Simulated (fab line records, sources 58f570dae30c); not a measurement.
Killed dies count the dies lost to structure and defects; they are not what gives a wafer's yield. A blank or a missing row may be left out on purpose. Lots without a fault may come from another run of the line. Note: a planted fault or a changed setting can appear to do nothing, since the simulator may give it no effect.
Chamber matching	flow berkeley-cmos170	4 sister chambers for UCB170_CONTACT_ETCH_18 on rie-diel-04
The step etches PSG in CHF3/CF4/Ar, stops on TiSi2, target depth 840 nm, time 195 s. 4 wafers are shown with their chamber, then 7 later ones without.

## WAFERS WITH THEIR CHAMBER
wafer	chamber	throttle-valve-pct (%)
L183.2	3	6.90
L183.6	1	6.95
L186.1	0	7.10
L186.4	2	6.73

## WAFERS WITHOUT THEIR CHAMBER
wafer	throttle-valve-pct (%)
L186.6	7.11
L187.1	6.90
L187.4	6.91
L187.6	6.73
L189.4	6.75
L189.5	6.93
L189.6	7.11

## EACH ONE'S CHAMBER
wafer	from the rows above	in truth
L186.6	0	0
L187.1	3	3
L187.4	3	3
L187.6	2	2
L189.4	2	2
L189.5	can't be placed: 1 or 3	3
L189.6	0	0
Correct placement for 6 of the 7. From these rows, 1 cannot be placed; in 1 the true chamber is one of the candidates. Placed wrongly: 0.
How it was worked out, from the rows above alone: a wafer's distance from a chamber is the root of the sum, over the readings, of the square of ((its reading less the chamber's mean) divided by the reading's scatter). If the next closest chamber is less than 2 further off than the closest, the wafer can't be placed; otherwise it belongs to the closest. Each chamber's mean is taken over the wafers shown for it. The scatter: root of mean squared gap, hidden wafer to nearest shown wafer, with one shown wafer a chamber.
